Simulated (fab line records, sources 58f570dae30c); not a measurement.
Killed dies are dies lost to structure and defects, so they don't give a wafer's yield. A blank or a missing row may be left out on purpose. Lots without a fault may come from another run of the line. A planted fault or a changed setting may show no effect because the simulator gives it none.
One fault seen from 2 desks | flow berkeley_cmos170 | each desk has only its own numbers; what lay behind them comes last

THE TOOL OWNER'S DESK: litho_track-04
The tool's own readings at UCB170_M2_COAT_10 (resist thk 900 nm): means of the sampled wafers that have a number, for each lot that ran on this tool. A lot is out of limits, marked OUT, if its mean lies more than 4 standard deviations from the usual mean; the brackets give that distance.
Columns: A = resist_line_temp_C at UCB170_M2_COAT_10, usual 23.01 C
lot  | first seen here | A
L156 | day 8 21:00     | 22.98
L159 | day 9 11:00     | 23.01
L163 | day 10 00:00    | 22.94
L166 | day 11 05:00    | 23.03
L165 | day 11 06:00    | 22.89
This desk's finding: nothing out of limits on any of the 5 lots.

THE METROLOGY DESK
What the gauges read, lot by lot, whatever tool the lot ran on: means of the sampled wafers that have a number. A lot is out of limits, marked OUT, if its mean lies more than 4 standard deviations from the usual mean; the brackets give that distance.
Columns: A = cd_nm at UCB170_GATE_CD_MEAS_12, usual 350.3 nm; B = cd_nm at UCB170_M1_CD_MEAS_90, usual 700.9 nm; C = cd_nm at UCB170_M3_CD_MEAS_15, usual 700.0 nm
lot  | first seen here | A     | B     | C
L155 | day 7 14:25     | 348.3 | 696.8 | 698.9
L156 | day 7 14:43     | 349.5 | 702.5 | 700.1
L158 | day 8 05:27     | 350.6 | 701.7 | 698.8
L159 | day 8 05:46     | 350.5 | 699.7 | 698.1
L160 | day 8 13:26     | 351.0 | 703.4 | 703.9
L163 | day 8 18:50     | 350.5 | 697.6 | 699.6
L164 | day 8 18:57     | 350.4 | 699.3 | 701.3
L165 | day 9 19:01     | 351.6 | 700.2 | 699.5
L166 | day 9 19:15     | 346.4 | 701.0 | 700.4
L169 | day 10 12:54    | 351.5 | 701.7 | 700.5
L174 | day 11 14:29    | 348.6 | 702.8 | 700.4
L173 | day 11 14:40    | 348.2 | 700.2 | 700.4
L177 | day 12 11:42    | 350.7 | 703.0 | 698.3
This desk's finding: nothing out of limits on any of the 13 lots.

PUT TOGETHER
The tool owner's desk saw nothing out of limits.
The metrology desk saw nothing out of limits.

WHAT THE SIMULATOR HAD PUT IN
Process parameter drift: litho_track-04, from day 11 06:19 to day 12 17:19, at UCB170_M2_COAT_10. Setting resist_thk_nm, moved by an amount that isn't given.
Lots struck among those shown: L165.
